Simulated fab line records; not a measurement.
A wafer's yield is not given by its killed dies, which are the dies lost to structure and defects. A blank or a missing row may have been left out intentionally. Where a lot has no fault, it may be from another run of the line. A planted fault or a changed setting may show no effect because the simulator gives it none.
Which of the tools did it?	flow berkeley_cmos170	Sampling: 15 lots, 45 wafers, 3 of 331 route steps

WHAT THE GAUGES SHOWED, per wafer
UCB170_PLDD_TW_MEAS_11. Usual: PLDD_TW gives 1007 (standard deviation 11).
lot	measured	on	PLDD_TW	flag
L587	day 6 11:29	film_metro-02	1007 1008 1011	
L589	day 6 20:25	film_metro-02	1010 1010 1003	
L592	day 7 04:37	film_metro-02	1011 1012 1006	
L594	day 7 13:51	film_metro-04	1021 1025 1022	
L593	day 7 14:08	film_metro-02	1010 1013 1017	
L595	day 7 19:33	film_metro-01	1001 999 999	
L600	day 8 16:53	film_metro-01	1042 1043 1044	OFF
L601	day 9 11:23	film_metro-02	1009 1010 1013	
L602	day 9 11:37	film_metro-04	1070 1073 1064	OFF
L605	day 9 21:52	film_metro-04	1021 1023 1015	
L604	day 9 22:11	film_metro-02	1056 1057 1060	OFF
L606	day 9 22:26	film_metro-01	991 985 991	
L608	day 10 20:37	film_metro-01	1000 999 998	
L609	day 10 21:07	film_metro-02	1012 1009 1015	
L610	day 10 22:16	film_metro-01	1000 989 994	

UCB170_SDANNEAL_RS_MEAS_04: uses a four-point probe to measure. Usual: PLDD_RS gives 1032 ohm/sq (standard deviation 3.1).
lot	measured	on	PLDD_RS (ohm/sq)	flag
L587	day 7 03:45	film_metro-01	1034 1030 1033	
L589	day 7 07:17	film_metro-02	1029 1030 1031	
L592	day 7 16:14	film_metro-02	1037 1033 1035	
L594	day 8 05:01	film_metro-02	1032 1033 1038	
L593	day 8 05:20	film_metro-04	1032 1034 1030	
L595	day 8 06:38	film_metro-02	1028 1028 1027	
L600	day 9 06:10	film_metro-04	1024 1019 1020	OFF
L601	day 10 00:56	film_metro-01	1033 1033 1032	
L602	day 10 00:04	film_metro-01	1022 1018 1019	OFF
L605	day 10 12:21	film_metro-02	1030 1032 1030	
L604	day 10 12:49	film_metro-01	1020 1022 1017	OFF
L606	day 10 12:33	film_metro-04	1036 1034 1038	
L608	day 11 14:25	film_metro-01	1025 1029 1028	
L609	day 11 14:43	film_metro-02	1034 1032 1036	
L610	day 11 14:52	film_metro-01	1035 1034 1034	

WHAT TOOL EACH LOT RAN ON (gives the tool, then ch and the chambers of the sampled wafers, and finally the start)
lot	UCB170_PLDD_IMPLANT_08
L587	implanter-01 ch 0, day 6 11:07
L589	implanter-02 ch 0, day 6 19:58
L592	implanter-01 ch 0, day 7 04:13
L594	implanter-04 ch 0, day 7 13:27
L593	implanter-01 ch 0, day 7 13:46
L595	implanter-04 ch 0, day 7 19:09
L600	implanter-01 ch 0, day 8 16:31
L601	implanter-04 ch 0, day 9 11:01
L602	implanter-01 ch 0, day 9 11:13
L605	implanter-04 ch 0, day 9 21:28
L604	implanter-01 ch 0, day 9 21:49
L606	implanter-02 ch 0, day 9 22:02
L608	implanter-02 ch 0, day 10 20:14
L609	implanter-04 ch 0, day 10 20:44
L610	implanter-02 ch 0, day 10 21:52
- UCB170_PLDD_IMPLANT_08

AS READ BY THE TOOLS THEMSELVES (means over the sampled wafers that have a number; for cases with no such wafer, the mark the record gives instead)
UCB170_PLDD_IMPLANT_08. Usual: beam_energy_keV 10.000, standard deviation 0.0033; beam_on_s 10.2 s, standard deviation 0.31.
lot	tool	beam_energy_keV	beam_on_s (s)	flag
L587	implanter-01	10.004	10.5	
L589	implanter-02	10.004	10.0	
L592	implanter-01	9.993	10.3	
L594	implanter-04	9.998	10.0	
L593	implanter-01	9.994	10.4	
L595	implanter-04	10.000	9.9	
L600	implanter-01	13.500	10.0	OFF
L601	implanter-04	10.005	10.1	
L602	implanter-01	13.498	10.2	OFF
L605	implanter-04	10.001	10.1	
L604	implanter-01	13.500	10.0	OFF
L606	implanter-02	9.996	9.9	
L608	implanter-02	10.001	9.9	
L609	implanter-04	9.998	10.0	
L610	implanter-02	10.002	9.9	

THE ANSWER, worked out from the rows above alone
Rule: a lot counts as off when the mean over its wafers that have a number is more than 3 standard deviations away from the usual mean. A lot without any number at a reading at which 4 lots or more have one is off too. Where the step has rows for the other lots, those lots are counted as sound. After the gauges, taken in route order, come the tools' own readings; for these a lot's mean is taken, as printed above. The first step at which some lot is off is used, and at that step the reading that is off furthest; a lot without a number counts as furthest.
Off: at UCB170_PLDD_TW_MEAS_11 (PLDD_TW), L600, L602, L604.
A tool fits if, at a process step before that reading, it ran every lot that is off, and no sound lot after the first of them. Not tried: the gauges at UCB170_PLDD_TW_MEAS_11; whatever is off there is also off at UCB170_PLDD_IMPLANT_08, on other tools, and gauge error can't account for it. One candidate fits, namely implanter-01 at UCB170_PLDD_IMPLANT_08. Its last sound lot is L593 (day 7 13:46), its first lot that is off L600 (day 8 16:31): a fault that began between those two fits.
The tool's own readings at UCB170_PLDD_IMPLANT_08 bear it out: on the lots that are off they differ by more than 5 times the standard deviation of the sound lots' means. beam_energy_keV reads 13.499 there against 10.000 on the sound lots.

WHAT THE SIMULATOR HAD INSERTED
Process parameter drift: implanter-01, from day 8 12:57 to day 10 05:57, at UCB170_PLDD_IMPLANT_08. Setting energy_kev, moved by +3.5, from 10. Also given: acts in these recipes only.
Struck lots among those shown: L600, L602, L604. The rule above found the same.
